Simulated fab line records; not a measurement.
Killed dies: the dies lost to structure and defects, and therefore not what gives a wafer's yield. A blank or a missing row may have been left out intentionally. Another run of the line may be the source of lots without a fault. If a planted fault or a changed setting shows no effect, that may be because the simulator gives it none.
Which of the tools did it? -- flow berkeleyCmos170 -- Sampling: 15 lots, 45 wafers, 3 of 331 route steps

WHAT EACH GAUGE READ, for each wafer
UCB170_SILICIDE_RS_MEAS_02: uses a four-point probe to measure.
lot,measured,on,SILICIDE_TI_RS (ohm/sq)
L573,day 8 06:21,filmMetro-02,25.8 26.0 25.8
L571,day 8 06:28,filmMetro-04,25.8 26.4 26.3
L572,day 8 06:45,filmMetro-02,25.7 26.0 25.7
L574,day 9 00:04,filmMetro-01,25.8 26.0 26.0
L576,day 9 09:24,filmMetro-02,11.7 11.7 11.8
L575,day 9 09:36,filmMetro-02,25.5 26.5 26.2
L577,day 9 09:46,filmMetro-04,26.0 26.5 26.2
L578,day 10 00:28,filmMetro-01,11.7 11.7 11.7
L582,day 10 00:55,filmMetro-02,11.6 11.7 11.7
L588,day 11 13:22,filmMetro-01,26.3 26.4 25.8
L586,day 11 13:53,filmMetro-01,27.0 26.4 26.0
L589,day 12 05:52,filmMetro-04,26.4 26.5 26.7
L590,day 12 06:13,filmMetro-01,25.8 26.1 26.0
L593,day 12 17:13,filmMetro-02,25.6 25.6 25.3
L592,day 12 17:35,filmMetro-01,26.2 26.3 26.1

UCB170_SILICIDE_THK_MEAS_03: measures by xrf.
lot,measured,on,SILICIDE_TI_THK (nm)
L573,day 8 06:28,filmMetro-02,30.3 30.0 30.3
L571,day 8 06:35,filmMetro-04,30.0 29.6 29.6
L572,day 8 06:51,filmMetro-02,30.5 30.1 30.4
L574,day 9 00:10,filmMetro-01,30.4 30.3 29.9
L576,day 9 09:29,filmMetro-02,59.4 59.7 59.1
L575,day 9 09:43,filmMetro-02,30.1 29.3 29.4
L577,day 9 09:53,filmMetro-04,29.8 29.4 29.8
L578,day 10 00:36,filmMetro-01,60.1 60.0 60.4
L582,day 10 01:02,filmMetro-02,59.9 59.3 59.4
L588,day 11 13:29,filmMetro-01,29.7 29.5 30.2
L586,day 11 13:58,filmMetro-01,29.1 29.6 29.9
L589,day 12 05:59,filmMetro-04,29.5 29.4 29.1
L590,day 12 06:19,filmMetro-01,30.1 30.0 29.9
L593,day 12 17:19,filmMetro-02,30.1 30.1 30.5
L592,day 12 17:42,filmMetro-01,29.9 29.9 29.9

EACH LOT AND THE TOOL THAT RAN IT (in order: tool; ch and the chambers of the sampled wafers; start)
lot,UCB170_SILICIDE_SPUTTER_01
L573,"pvdSputter-04, day 8 06:01"
L571,"pvdSputter-03, day 8 06:18"
L572,"pvdSputter-04, day 8 06:32"
L574,"pvdSputter-03, day 8 23:59"
L576,"pvdSputter-03, day 9 09:04"
L575,"pvdSputter-02, day 9 09:34"
L577,"pvdSputter-04, day 9 09:44"
L578,"pvdSputter-02, day 10 00:14"
L582,"pvdSputter-04, day 10 00:41"
L588,"pvdSputter-04, day 11 13:20"
L586,"pvdSputter-03, day 11 13:47"
L589,"pvdSputter-04, day 12 05:50"
L590,"pvdSputter-03, day 12 06:08"
L593,"pvdSputter-02, day 12 17:10"
L592,"pvdSputter-03, day 12 17:33"
- UCB170_SILICIDE_SPUTTER_01: material Ti, target thk 30 nm, time 25 s.

AS READ BY THE TOOLS THEMSELVES (means over the sampled wafers that have a number; for cases with no such wafer, the mark the record gives instead)
UCB170_SILICIDE_SPUTTER_01.
lot,tool,chamberPressurePa (Pa),throttleValvePct (%)
L573,pvdSputter-04,0.4997,29.3
L571,pvdSputter-03,0.4999,30.5
L572,pvdSputter-04,0.4997,30.2
L574,pvdSputter-03,0.5006,30.5
L576,pvdSputter-03,0.5002,30.6
L575,pvdSputter-02,0.4993,30.0
L577,pvdSputter-04,0.5004,29.4
L578,pvdSputter-02,0.4994,29.1
L582,pvdSputter-04,0.4993,29.6
L588,pvdSputter-04,0.5001,29.9
L586,pvdSputter-03,0.4999,29.7
L589,pvdSputter-04,0.4988,30.5
L590,pvdSputter-03,0.5000,30.6
L593,pvdSputter-02,0.4993,29.5
L592,pvdSputter-03,0.5002,30.6

THE ANSWER, worked out from the rows above alone
Rule: what is usual is taken from the lots themselves. Put in order of their means at a reading, lots are off if they are a third of the lots or fewer, leave a main group of 4 or more, and stand apart from it by a gap of 3 or more times the standard deviation of the main group's means; of several such gaps the widest counts. Not used: any main group whose means are identical at the precision the tables above print for the reading. Also off: a lot with no number at a reading for which 4 or more lots have one. Where the step has rows for the other lots, those lots are counted as sound. The gauges are gone through in route order, then the tools' own readings, and for those a lot's mean is taken as printed above. At the first step where some lot is off, the reading lying furthest off is the one used; lots without a number count as furthest.
Off: L576, L578, L582, at UCB170_SILICIDE_RS_MEAS_02 (SILICIDE_TI_RS). Main group: mean 26.1 ohm/sq, sd 0.27.
If a tool, at a process step before that reading, ran all the lots that are off and no sound lot after the first of them, it fits. The gauges at UCB170_SILICIDE_RS_MEAS_02 are tried like those tools. None of those tried fits.

WHAT WAS PUT IN BY THE SIMULATOR
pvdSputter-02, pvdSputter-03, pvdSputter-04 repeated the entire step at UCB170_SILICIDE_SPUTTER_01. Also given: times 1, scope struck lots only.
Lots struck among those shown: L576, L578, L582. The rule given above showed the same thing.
